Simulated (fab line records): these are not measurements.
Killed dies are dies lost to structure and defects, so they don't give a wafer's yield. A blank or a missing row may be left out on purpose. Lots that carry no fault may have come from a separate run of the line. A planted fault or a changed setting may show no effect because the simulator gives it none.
Split-lot experiment | flow berkeley cmos170 | route with 331 steps; 5 lots, 23 wafers read

## SPLIT DETAILS
At UCB170_PVT_IMPLANT_07, the setting dose cm2 was moved away from the recipe's 2e+12 on 10 of the 23 wafers read, by -6.3% to +7.3%. All remaining wafers had this setting at the recipe value.

## BETWEEN THE SPLIT AND THE READING: the file shows 1 step in between
- UCB170_PVT_STRIP_08: strips in O2

## THE READING
PVT_TW, at UCB170_PVT_TW_MEAS_09. On this fab line, fault-free wafers typically give 505 with a standard deviation of 5.5.

wafer  | tool, chamber at the split | dose cm2 as run | against the recipe | PVT_TW | against lot-mates on the recipe
L077.1 | implanter-01, 0            | 2e+12           | recipe             | 502    | -
L077.3 | implanter-01, 0            | 2e+12           | recipe             | 502    | -
L077.6 | implanter-01, 0            | 2e+12           | recipe             | 503    | -
L078.1 | implanter-04, 0            | 1.881e+12       | -5.9%              | 493    | -8
L078.2 | implanter-04, 0            | 2e+12           | recipe             | 501    | -
L078.3 | implanter-04, 0            | 1.881e+12       | -5.9%              | 492    | -10
L078.5 | implanter-04, 0            | 2e+12           | recipe             | 502    | -
L078.6 | implanter-04, 0            | 1.881e+12       | -5.9%              | 493    | -8
L079.1 | implanter-01, 0            | 2e+12           | recipe             | 504    | -
L079.2 | implanter-01, 0            | 2e+12           | recipe             | 499    | -
L079.3 | implanter-01, 0            | 2e+12           | recipe             | 501    | -
L079.4 | implanter-01, 0            | 1.915e+12       | -4.2%              | 496    | -5
L079.6 | implanter-01, 0            | 1.915e+12       | -4.2%              | 493    | -8
L081.1 | implanter-01, 0            | 2e+12           | recipe             | 501    | -
L081.3 | implanter-01, 0            | 1.874e+12       | -6.3%              | 489    | -13
L081.4 | implanter-01, 0            | 1.874e+12       | -6.3%              | 494    | -8
L081.5 | implanter-01, 0            | 2e+12           | recipe             | 503    | -
L081.6 | implanter-01, 0            | 1.874e+12       | -6.3%              | 493    | -9
L083.1 | implanter-04, 0            | 2.145e+12       | +7.3%              | 522    | +13
L083.3 | implanter-04, 0            | 2e+12           | recipe             | 511    | -
L083.4 | implanter-04, 0            | 2.145e+12       | +7.3%              | 523    | +14
L083.5 | implanter-04, 0            | 2e+12           | recipe             | 508    | -
L083.6 | implanter-04, 0            | 2e+12           | recipe             | 509    | -

FIT RESULTS
A straight line over all 23 wafers: PVT_TW changes by +2.15 for each +1% of dose cm2; r = +0.94; the points scatter about the line by 3.1.
The same after taking each lot's own level away (the mean of its wafers on the recipe; 23 wafers): +1.65 for each +1%; r = +0.98; scatter 1.5.
According to that fit, moving dose cm2 by its largest amount changes the reading by 12.
Measured against the standard deviation above, the lots' own levels, which go from 501.3 to 509.3, span 1.5 times it.
So the slope is not independent of the lot-to-lot level: the two fits are not the same.
Check: for one of the wafers moved furthest among these (+7.3%), held out of the fit, the line's prediction against its lot-mates is +12.1. It came out at +12.7 against them.

## FURTHER SPLITS ON THESE WAFERS
Other splits were also applied to these wafers ahead of the reading. Each is held against what the fit with the lots' levels taken away leaves over:
other split on the same wafers      | wafers away from the commonest value | r with PVT_TW (lot level and that fit taken away)
UCB170_NWELL_CVD_04 pressure mtorr  | 18                                   | -0.01
UCB170_NWELL_DEVELOP_11 dev temp c  | 10                                   | -0.12
UCB170_PWELL_CVD_05 pressure mtorr  | 18                                   | -0.07
UCB170_PWELL_IMPLANT_15 energy kev  | 11                                   | -0.05
UCB170_ACTIVE_COAT_08 resist thk nm | 8                                    | -0.01
UCB170_ACTIVE_ETCH_15 rf w          | 5                                    | -0.04
UCB170_PFIELD_IMPLANT_07 energy kev | 4                                    | -0.13
UCB170_NVT_COAT_01 resist thk nm    | 6                                    | -0.26
UCB170_PVT_COAT_01 spin rpm         | 7                                    | +0.11

## FILE'S OWN FIT
PVT_TW changes by +1.67 for each +1% of dose cm2, r = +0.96.
